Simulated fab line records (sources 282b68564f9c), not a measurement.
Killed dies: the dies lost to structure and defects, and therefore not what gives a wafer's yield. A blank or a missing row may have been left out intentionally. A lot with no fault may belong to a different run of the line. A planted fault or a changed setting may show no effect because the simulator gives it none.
Comparing a struck lot with a sound one	flow ritCmos	15 out of 202 route steps
Sound: these wafers, L929.1, L929.2, L929.6. Wafers L941.1, L941.4, L941.5 were the ones struck. The cause is given at the end.
At each step with rows: each side's tool, then ch and its chambers, then its first start. Under that, the readings that differ: sound wafers	struck wafers	difference of the means	sigmas: that difference in standard deviations of wafers without a fault.
alike: a reading whose means differ by less than 2 such deviations, as well as words and numbers matching on both sides. not compared: withheld readings; readings where some wafer has no value; bounds like >300 that might hide an equal value; numbers whose values overlap and for which the record gives no deviation.
Wherever a step has rows on one side only, a row that says differs or no value, or a row with sigmas, the two part there. When numbers do not overlap yet have no deviation, they are printed without sigmas and do not part them. Lack of a reading on every wafer of one side parts them only where that side has two or more wafers.

first, 4 steps without rows for these wafers: RIT_PLDD_SOFTBAKE_02 (time 60 s); RIT_PLDD_EXPOSE_03 (exposes mask M8, target cd 40900 nm); RIT_PLDD_PEB_04; RIT_PLDD_DEVELOP_05 (develop time 50 s).
RIT_PLDD_OVL_MEAS_06:
  sound on overlay-02 at day 3 00:34; struck on overlay-01 at day 5 06:08
  alike: PLDD_OVL
then, 2 steps without rows for these wafers: RIT_PLDD_HARDBAKE_07 (time 60 s); RIT_PLDD_IMPLANT_08.
RIT_PLDD_STRIP_09: strips in O2, time 180 s.
  sound on plasmaAsher-04 ch 0,1, day 3 00:56; struck on plasmaAsher-02 ch 0,1, day 5 06:28
  alike: drypumpMotorCurrentA, rfReflPowerW
  not compared: rfHoursCounterH
RIT_PLDD_TW_MEAS_10:
  sound on filmMetro-04 at day 3 01:07; struck on filmMetro-02 at day 5 06:39
reading	sound	struck	difference	sigmas
PLDD_TW	2328 2308 2321	2384 2396 2397	+73	+2
then, 3 steps without rows for these wafers: RIT_SPACER_CLEAN_00 (cleans in SC1, time 600 s); RIT_SPACER_CLEAN_01 (cleans in dHF, time 30 s); RIT_SPACER_CLEAN_02 (cleans in SC2, time 600 s).
RIT_SPACER_CVD_03: deposits Si3N4 from SiH2Cl2/NH3, target thk 250 nm, time 3300 s.
  sound on lpcvd-02 ch 0, day 3 01:35; struck on lpcvd-01 ch 1, day 5 07:05
reading	sound	struck	difference	sigmas
spikeTcCentreC (C)	811.2 812.4 811.2	832.9 832.1 832.5	+20.9	+14
spikeTcLoadC (C)	836.9 837.3 837.3	856.0 854.5 855.7	+18.2	+12
spikeTcSourceC (C)	830.1 829.3 829.5	851.8 851.5 849.1	+21.2	+9
model.Si3N4_of_SPACER_CVD_03.thkNm (nm)	251.9 254.4 252.3	352.7 352.2 353.2	+99.8	
RIT_SPACER_THK_MEAS_04:
  sound on filmMetro-02 at day 3 03:30; struck on filmMetro-03 at day 5 08:59
reading	sound	struck	difference	sigmas
SPACER_NITRIDE_THK (nm)	252.1 254.2 252.3	353.0 352.3 353.1	+99.9	+40
RIT_SPACER_ETCHBACK_05: etches Si3N4 in SF6/CHF3, stops on SiO2, target depth 250 nm, time 240 s.
  sound on rieDiel-03 ch 0,3, day 3 03:34; struck on rieDiel-01 ch 0,3, day 5 09:03
reading	sound	struck	difference	sigmas
oesProductAu (a.u.)	0.823 0.852 0.812	1.007 0.981 1.015	+0.172	+11
model.Si3N4_of_SPACER_CVD_03.thkNm (nm)	197.3 199.2 197.7	275.5 275.9 275.4	+77.5	
model.etch.depthNm (nm)	251.9 254.4 252.3	316.2 313.5 318.6	+63.2	
  alike: drypumpMotorCurrentA, rfFwdPowerW, throttleValvePct
  not compared: rfHoursCounterH

WHERE THEY PART
At RIT_PLDD_TW_MEAS_10 first; at RIT_SPACER_ETCHBACK_05 last (within this record only).

WHY: what the simulator had put in
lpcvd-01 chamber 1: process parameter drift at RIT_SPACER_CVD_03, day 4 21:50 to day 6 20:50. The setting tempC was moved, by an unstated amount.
